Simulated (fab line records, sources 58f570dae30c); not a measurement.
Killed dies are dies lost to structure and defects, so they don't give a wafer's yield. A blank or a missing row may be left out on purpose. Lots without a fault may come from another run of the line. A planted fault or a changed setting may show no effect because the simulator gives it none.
One fault seen from 2 desks | flow berkeley_cmos170 | each desk has only its own numbers; what lay behind them comes last

THE TOOL OWNER'S DESK: rtp_anneal-01
The tool's own readings at UCB170_CONTACT_RTA_08 (time 10 s): means of the sampled wafers that have a number, for each lot that ran on this tool. A lot is out of limits, marked OUT, if its mean lies more than 4 standard deviations from the usual mean; the brackets give that distance.
Columns: A = lamp_power_pct at UCB170_CONTACT_RTA_08, usual 27.0 %; B = wafer_temp_C_max at UCB170_CONTACT_RTA_08, usual 903.9
lot  | first seen here | A    | B
L123 | day 8 03:30     | 25.3 | 904.1
L124 | day 9 03:42     | 25.3 | 904.6
L127 | day 9 12:35     | 26.0 | 913.2 (+14) OUT
L128 | day 9 14:23     | 26.0 | 912.3 (+12) OUT
L142 | day 12 06:26    | 25.3 | 904.4
L144 | day 12 17:53    | 25.3 | 903.9
L145 | day 13 08:07    | 25.3 | 904.6
L146 | day 13 12:10    | 25.3 | 904.2
This desk's finding: out of limits on L127, L128; first on L127, day 9 12:35 (wafer_temp_C_max at UCB170_CONTACT_RTA_08). In limits: L123, L124, L142, L144, L145, L146.

THE METROLOGY DESK
What the gauges read, lot by lot, whatever tool the lot ran on: means of the sampled wafers that have a number. A lot is out of limits, marked OUT, if its mean lies more than 4 standard deviations from the usual mean; the brackets give that distance.
Columns: A = CONTACT_OVL at UCB170_CONTACT_OVL_MEAS_16, usual 5 nm; B = M1_OVL at UCB170_M1_OVL_MEAS_10, usual 1 nm
lot  | first seen here | A  | B
L123 | day 8 04:31     | 2  | 3
L126 | day 9 03:04     | 11 | -7
L124 | day 9 04:44     | 1  | -6
L125 | day 9 05:07     | 2  | 1
L127 | day 9 13:55     | 7  | -2
L128 | day 9 16:11     | 5  | -4
L136 | day 11 14:44    | 8  | -6
L141 | day 12 06:55    | -7 | 5
L142 | day 12 07:42    | 5  | -2
L140 | day 12 09:56    | 9  | 3
L144 | day 12 19:15    | 8  | -2
L143 | day 12 19:36    | 5  | 13
L145 | day 13 09:15    | 10 | -2
L146 | day 13 13:11    | 4  | 7
This desk's finding: nothing out of limits on any of the 14 lots.

PUT TOGETHER
The tool owner's desk could have raised an alarm at day 9 12:35, on L127, L128.
The metrology desk saw nothing out of limits.
The metrology desk has L127, L128 on record, within its limits.
Of the lots named, all ran UCB170_CONTACT_RTA_08 on rtp_anneal-01.

WHAT THE SIMULATOR HAD PUT IN
Process parameter drift: rtp_anneal-01, from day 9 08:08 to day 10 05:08, at UCB170_CONTACT_RTA_08. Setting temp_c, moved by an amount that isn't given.
Lots struck among those shown: L127, L128.
Hours from the fault's start to each desk's first reading out of limits: the tool owner's desk, 4.
